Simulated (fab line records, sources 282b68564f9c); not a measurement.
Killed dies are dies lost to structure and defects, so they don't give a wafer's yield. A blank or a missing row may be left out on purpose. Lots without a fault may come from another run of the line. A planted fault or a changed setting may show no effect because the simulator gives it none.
Split-lot experiment | flow rit_cmos | 5 lots, 23 wafers read, on a route of 202 steps

THE SPLIT
At RIT_NSD_IMPLANT_08, the setting dose_cm2 was moved away from the recipe's 1e+15 on 9 of the 23 wafers read, by -5.0% to +6.6%. The other wafers ran this setting at the recipe's value.

FROM THE SPLIT TO THE READING: what the file shows between them, 6 steps
- RIT_PSD_IMPLANT_08 (also split here: energy_kev)
- RIT_SDANNEAL_CLEAN_00: cleans in SC1, time 600 s (also split here: time_s)
- RIT_SDANNEAL_CLEAN_01: cleans in dHF, time 30 s
- RIT_SDANNEAL_CLEAN_02: cleans in SC2, time 600 s
- RIT_SDANNEAL_RTA_03: time 5 s
- RIT_SDANNEAL_RS_MEAS_04: measures by four-point-probe

THE READING
NSD_RS, in ohm/sq, at RIT_SDANNEAL_RS_MEAS_05 (measures by four-point-probe). Fault-free wafers of this fab line usually give 84.51 ohm/sq, standard deviation 0.27 ohm/sq.

wafer  | tool, chamber at the split | dose_cm2 as run | against the recipe | NSD_RS, ohm/sq | against lot-mates on the recipe
L074.1 | implanter-04, 0            | 1.021e+15       | +2.1%              | 83.27          | -1.17
L074.3 | implanter-04, 0            | 1e+15           | recipe             | 84.57          | -
L074.4 | implanter-04, 0            | 1e+15           | recipe             | 84.30          | -
L074.5 | implanter-04, 0            | 1.021e+15       | +2.1%              | 83.36          | -1.08
L074.6 | implanter-04, 0            | 1.021e+15       | +2.1%              | 82.68          | -1.75
L075.1 | implanter-03, 0            | 1e+15           | recipe             | 84.73          | -
L075.2 | implanter-03, 0            | 1e+15           | recipe             | 84.51          | -
L075.3 | implanter-03, 0            | 1.066e+15       | +6.6%              | 80.48          | -4.04
L075.4 | implanter-03, 0            | 1.066e+15       | +6.6%              | 80.52          | -4.00
L075.6 | implanter-03, 0            | 1e+15           | recipe             | 84.31          | -
L078.2 | implanter-04, 0            | 9.641e+14       | -3.6%              | 86.82          | +2.34
L078.3 | implanter-04, 0            | 9.641e+14       | -3.6%              | 87.01          | +2.53
L078.4 | implanter-04, 0            | 1e+15           | recipe             | 84.47          | -
L078.5 | implanter-04, 0            | 1e+15           | recipe             | 84.44          | -
L078.6 | implanter-04, 0            | 1e+15           | recipe             | 84.53          | -
L081.1 | implanter-03, 0            | 1e+15           | recipe             | 84.71          | -
L081.3 | implanter-03, 0            | 1e+15           | recipe             | 84.17          | -
L081.4 | implanter-03, 0            | 9.502e+14       | -5.0%              | 87.88          | +3.39
L081.5 | implanter-03, 0            | 9.502e+14       | -5.0%              | 88.15          | +3.66
L081.6 | implanter-03, 0            | 1e+15           | recipe             | 84.58          | -
L084.3 | implanter-04, 0            | 1e+15           | recipe             | 84.23          | -
L084.4 | implanter-04, 0            | 1e+15           | recipe             | 84.03          | -
L084.6 | implanter-04, 0            | 1e+15           | recipe             | 84.12          | -

THE FIT
A straight line over all 23 wafers: NSD_RS changes by -0.648 ohm/sq for each +1% of dose_cm2; r = -0.99; the points scatter about the line by 0.26 ohm/sq.
The same after taking each lot's own level away (the mean of its wafers on the recipe; 23 wafers): -0.65 ohm/sq for each +1%; r = -0.99; scatter 0.21 ohm/sq.
On that fit, the largest move of dose_cm2 shifts the reading by 4.3 ohm/sq.
The lots' own levels span 84.127 to 84.517 ohm/sq, that is 1.4 times the standard deviation above.
So the lot-to-lot level changes the slope little: the two slopes agree.
Check: with one of the wafers moved furthest among these (+6.6%) left out of the fit, the line predicts -4.3 ohm/sq for it against its lot-mates. It came out at -4.04 ohm/sq against them.

OTHER SPLITS ON THESE WAFERS
These wafers also went through other splits before the reading. Each is held against what the fit with the lots' levels taken away leaves over:
other split on the same wafers | wafers away from the commonest value | r with NSD_RS (lot level and that fit taken away)
RIT_NSD_COAT_01 spin_rpm       | 7                                    | -0.12
RIT_PSD_IMPLANT_08 energy_kev  | 9                                    | -0.26
RIT_SDANNEAL_CLEAN_00 time_s   | 18                                   | +0.08

THE FILE'S OWN FIT
NSD_RS changes by -0.649 ohm/sq for each +1% of dose_cm2, r = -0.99.
